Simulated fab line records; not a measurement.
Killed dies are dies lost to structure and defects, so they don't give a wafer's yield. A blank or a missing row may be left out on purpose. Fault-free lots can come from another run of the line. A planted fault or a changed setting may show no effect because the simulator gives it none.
Matching of chambers + flow berkeley_cmos170 + UCB170_FIELD_WET_ETCH_06 on wet_bench-02: 3 sister chambers
The step etches SiO2 in BOE, time 22 s. 3 wafers are shown with their chamber, then 7 later ones without.

== WAFERS PAIRED WITH THEIR CHAMBERS ==
| wafer  | chamber | run_length_s (s) |
|--------|---------|------------------|
| L782.5 | 3       | 54.6             |
| L783.6 | 2       | 53.8             |
| L791.4 | 1       | 49.9             |

== WAFERS WITH NO CHAMBER GIVEN ==
| wafer  | run_length_s (s) |
|--------|------------------|
| L791.5 | 49.9             |
| L789.2 | 42.8             |
| L789.4 | 42.8             |
| L789.5 | 42.8             |
| L792.1 | 42.2             |
| L792.3 | 42.2             |
| L792.6 | 42.2             |

== CHAMBER TAKEN BY EACH ==
| wafer  | from the rows above          | in truth |
|--------|------------------------------|----------|
| L791.5 | can't be placed: 1 or 2 or 3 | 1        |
| L789.2 | can't be placed: 1 or 2 or 3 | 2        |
| L789.4 | can't be placed: 1 or 2 or 3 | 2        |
| L789.5 | can't be placed: 1 or 2 or 3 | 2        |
| L792.1 | can't be placed: 1 or 2 or 3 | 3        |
| L792.3 | can't be placed: 1 or 2 or 3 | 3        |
| L792.6 | can't be placed: 1 or 2 or 3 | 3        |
Placed correctly: 0 of 7. These rows do not allow placing 7 (true chamber among the candidates in 7). 0 placed wrongly.
How it was worked out, from the rows above alone: a wafer's distance from a chamber is the root of the sum, over the readings, of the square of ((its reading less the chamber's mean) divided by the reading's scatter). If the next closest chamber is less than 2 further off than the closest, the wafer can't be placed; otherwise it belongs to the closest. The mean given for a chamber averages the wafers shown for that chamber. The scatter: with one shown wafer a chamber, the root of the mean of the squares of how far each hidden wafer lies from its nearest shown one.
